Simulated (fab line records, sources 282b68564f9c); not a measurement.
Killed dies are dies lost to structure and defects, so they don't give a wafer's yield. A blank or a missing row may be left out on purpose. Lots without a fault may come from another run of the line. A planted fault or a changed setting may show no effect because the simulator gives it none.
fab line records | flow rit_cmos
record lots=14 wafers=42 last_day=7
route steps=202 shown FOX2@25
lots that met no fault: from a run of the same line without faults
start_h: hours from the record's first day to the start of the lot's first wafer shown | wait_h: hours since the lot's step before | " the same as in the row above | L1.1+2: a row that stands for several wafers | - no value, or no start given | * or withheld: withheld | < > ~ a bound
route shown NAME@n: a module of which the file shows steps, and the number in the route of the first | usual: mean/standard deviation of fault-free wafers | same: alike in all rows | chamber/n: place in a boat | sites: the reading at each site | _std_site: their standard deviation | _edge_site: outer sites' mean less inner sites' | radius_mm: how far each site lies from the wafer's centre | mask NAME#n: copy n | behind: the tool/chamber that last shaped the wafer | hold: why the lot was held/for how many hours/how that ended | device: the transistor (n, p or np) that didn't switch | end of line: the same wafers' tests at the end of the route | a step without rows: its recipe alone | killed: dies lost to structure and defects at the first sort, not the wafer's yield | map: a wafer's dies, x killed, . not, _ none there
set.NAME: the setting as run; set.NAME@STEP: as run at that earlier step | model.NAME: the simulator's own value behind a step, which no gauge read
steps of the route over a sample of lots; a table a step, a row a wafer
## steps
# step RIT_FOX2_CLEAN_02
# recipe chemistry=dHF dilution=50:1 time_s=180
# usual run_length_s=207/3.5
# columns lot.wafer tool chamber start_h wait_h run_length_s
L554.1 wet_bench-03 0 19.50 0.1 214
L554.2 " 0 " " 214
L554.6 " 0 " " 214
L555.1 wet_bench-01 2 23.41 0.1 211
L555.2 " 2 " " 211
L555.4 " 2 " " 211
L556.3 wet_bench-01 2 28.76 0.0 204
L556.4 " 2 " " 204
L556.5 " 2 " " 204
L557.1 wet_bench-01 3 34.63 0.1 206
L557.3 " 3 " " 206
L557.4 " 3 " " 206
L558.1 wet_bench-03 0 40.46 0.1 214
L558.4 " 0 " " 214
L558.5 " 0 " " 214
L559.2 wet_bench-03 1 45.26 0.0 205
L559.4 " 1 " " 205
L559.5 " 1 " " 205
L560.3 wet_bench-04 0 48.37 0.0 205
L560.4 " 0 " " 205
L560.5 " 0 " " 205
L565.4 wet_bench-04 1 77.45 0.0 52
L565.5 " 1 " " 52
L565.6 " 1 " " 52
L567.1 wet_bench-01 0 83.71 0.1 204
L567.5 " 0 " " 204
L567.6 " 0 " " 204
L571.1 wet_bench-04 1 104.55 0.1 60
L571.2 " 1 " " 60
L571.5 " 1 " " 60
L572.1 wet_bench-01 3 109.69 0.1 207
L572.3 " 3 " " 207
L572.5 " 3 " " 207
L573.1 wet_bench-03 1 115.24 0.1 207
L573.4 " 1 " " 207
L573.5 " 1 " " 207
L575.1 wet_bench-01 1 123.55 0.1 205
L575.2 " 1 " " 205
L575.5 " 1 " " 205
L576.2 wet_bench-03 0 129.41 0.0 213
L576.3 " 0 " " 213
L576.5 " 0 " " 213
## key
first_sign step=RIT_FOX2_CLEAN_02 reading=run_length_s direction=down sigmas=43 usual=* struck=*
effect none on later readings
met_at RIT_FOX2_CLEAN_02
struck_lots L565,L571
sort_left_out L565.4,L565.5,L565.6,L571.1,L571.2,L571.5
tester_left_out L565,L571
onset_between 48.37 77.45
fault kind=process_parameter_drift tool=wet_bench-04 chamber=- onset_h=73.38 steps=RIT_FOX2_CLEAN_02 channel=time_s offset=* shape=step end_h=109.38 acts_in=* stated=*
# tester_left_out: of these lots the tester's yield and bins aren't shown, on N5 and GAA mostly nor the transistor test; their killed dies are dies lost to structure and defects alone, not to doping, threshold or leakage, so they don't give the yield
# sort_left_out: the simulated sort isn't trusted on such a fault, so these wafers' sort isn't shown, and their yield isn't known
